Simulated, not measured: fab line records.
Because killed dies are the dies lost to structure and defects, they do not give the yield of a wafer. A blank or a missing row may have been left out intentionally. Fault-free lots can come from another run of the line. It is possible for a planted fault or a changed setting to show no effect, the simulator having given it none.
Code-filled problem report in 8D (eight disciplines) form -- flow berkeley cmos170 -- the parts of the form that need people (team, actions taken, sign-off) are left out

== 1. WHAT WENT WRONG ==
Wafers without a fault read 1499.8 rpm, standard deviation 0.97; spin speed rpm at UCB170_M2_COAT_05 reads a mean of 1475.7 rpm on 9 wafers belonging to 3 lots. That puts it -25 standard deviations away from the usual mean.
The step: resist thk 900 nm.
Seen first at day 10 05:13 on litho track-02, wafer L444.1. At this step, 45 wafers from 15 lots have a number in the record. Rule for "out" (also "out of limits"): further than 4 standard deviations from the usual mean. The other wafers with a number count as sound.

== 2. WHAT THIS IS AND IS NOT ==
question,is,is not
which readings at this step,spin speed rpm,resist line temp C
which lots,"L444, L445, L447","L433, L434, L435, L436, L437, L438, L439, L440, L442, L448, L453, L454"
which wafers of those lots,all that have a number,-
read on which tools,litho track-02,"litho track-03, litho track-04"
when,from day 10 05:13,"up to then (27 sound wafers); but 9 sound wafers of L448, L453, L454 came after"

== 3. THE SUSPECTS, EACH WITH WHAT RULES IT OUT ==
Counting: a tool stays on the suspect list if, at a process step up to the reading, it processed all lots that are out and no sound lot following the first of them.
- litho track-02 at UCB170_M2_COAT_05 (resist thk 900 nm): kept. Every lot that is out went through it, starting with L444 (day 10 05:13), and after that it ran no sound lot; the last sound lot it ran before then is L442 (day 9 13:29). On those wafers its own readings are out: spin speed rpm.
Remaining after the count: litho track-02 at UCB170_M2_COAT_05.

== 4. THE CAUSE (what the simulator had put in) ==
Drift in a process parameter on litho track-02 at UCB170_M2_COAT_05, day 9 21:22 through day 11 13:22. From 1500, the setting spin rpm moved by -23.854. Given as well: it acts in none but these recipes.
Only this tool survived the counting.

== 5. THE EFFECT CHAIN, in route order ==
Rows list readings where the struck wafers' mean (over those with a number) sits beyond 3 standard deviations from the usual. Only readings whose record carries a usual standard deviation are examined. hours: median over the lots of the time between each lot's start at the first step of this table that gives one and its start at this step. sigmas: the change, counted in usual standard deviations.
hours,step,reading,usual,on struck wafers,change,sigmas
0,UCB170_M2_COAT_05,spin speed rpm,1499.8 rpm,1475.7,-24.1,-25
It contains these process steps:
- UCB170_M2_COAT_05: resist thk 900 nm.

== 6. HOW IT WOULD HAVE BEEN CAUGHT EARLIER ==
The fault began at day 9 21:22; the first out-of-limits reading in this record came at day 10 05:13, 8 hours later.
